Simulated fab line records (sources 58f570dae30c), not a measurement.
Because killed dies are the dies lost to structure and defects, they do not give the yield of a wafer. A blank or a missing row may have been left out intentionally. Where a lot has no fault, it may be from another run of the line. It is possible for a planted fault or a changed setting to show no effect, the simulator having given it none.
The same fault as seen by 2 desks ; flow berkeley_cmos170 ; only its own numbers are on each desk; what lay behind them is given at the end

== METROLOGY DESK ==
What the gauges read for every lot (on any tool): the sampled wafers with a number, averaged. Any lot whose mean is over 4 standard deviations away from the usual mean is out of limits and marked OUT; that distance is given in the brackets.
Columns: A = SILICIDE_TI_THK at UCB170_SILICIDE_THK_MEAS_03, usual 29.76 nm; B = cd_nm at UCB170_M1_CD_MEAS_09, usual 699.5 nm; C = M2_AL_RS at UCB170_M2_RS_MEAS_02, usual 0.0329 ohm/sq; D = M2_AL_THK at UCB170_M2_THK_MEAS_03, usual 869 nm
lot;first seen here;A;B;C;D
L972;day 8 10:56;29.61;703.0;0.0329;870
L975;day 9 02:32;29.41;699.5;0.0327;865
L973;day 9 02:58;29.87;699.6;0.0330;865
L974;day 9 03:10;29.39;697.8;0.0328;872
L976;day 9 17:22;29.94;699.4;0.0332;858
L979;day 10 02:40;29.65;697.8;0.0333;862
L978;day 10 03:13;30.07;699.4;0.0324;882
L981;day 10 12:29;29.42;700.2;0.0332;861
L984;day 11 05:16;30.11;699.5;0.0352 (+7.2) OUT;829 (-4.5) OUT
L985;day 11 16:01;29.49;700.8;0.0356 (+8.4) OUT;821 (-5.5) OUT
L988;day 11 16:11;29.83;699.2;0.0325;879
L989;day 12 07:10;30.00;699.1;0.0330;870
L990;day 12 07:40;29.53;698.1;0.0326;877
L991;day 12 07:59;29.52;699.4;0.0326;880
This desk's finding: out of limits on L984, L985; first on L984, day 11 17:44 (M2_AL_RS at UCB170_M2_RS_MEAS_02). Within limits: L972, L975, L973, L974, L976, L979, L978, L981, L988, L989, L990, L991.

== TOOL OWNER'S DESK, pvd_sputter-01 ==
The tool's own readings at UCB170_M2_SPUTTER_01 (material Al, target thk 900 nm, time 120 s): means of the sampled wafers that have a number, for each lot that ran on this tool. Any lot whose mean is over 4 standard deviations away from the usual mean is out of limits and marked OUT; that distance is given in the brackets.
Columns: A = throttle_valve_pct at UCB170_M2_SPUTTER_01, usual 29.7 %
lot;first seen here;A
L972;day 8 22:51;28.8
L974;day 9 16:53;29.6
L976;day 10 07:23;29.6
L984;day 11 17:38;29.9
L985;day 12 06:17;29.6
This desk's finding: nothing out of limits on any of the 5 lots.

== BROUGHT TOGETHER ==
L984, L985 would have let the metrology desk raise an alarm at day 11 17:44.
The tool owner's desk saw nothing out of limits.
Tool owner's desk: L984, L985 on record, inside its limits.
On pvd_sputter-01, each named lot ran UCB170_M2_SPUTTER_01.

== WHAT WAS PUT IN BY THE SIMULATOR ==
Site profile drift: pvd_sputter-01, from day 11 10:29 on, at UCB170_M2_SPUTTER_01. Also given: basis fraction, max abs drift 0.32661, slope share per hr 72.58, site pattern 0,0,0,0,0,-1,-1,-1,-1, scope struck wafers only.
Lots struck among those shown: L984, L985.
Delay in hours, fault start to first out-of-limits reading, per desk: metrology desk 7.
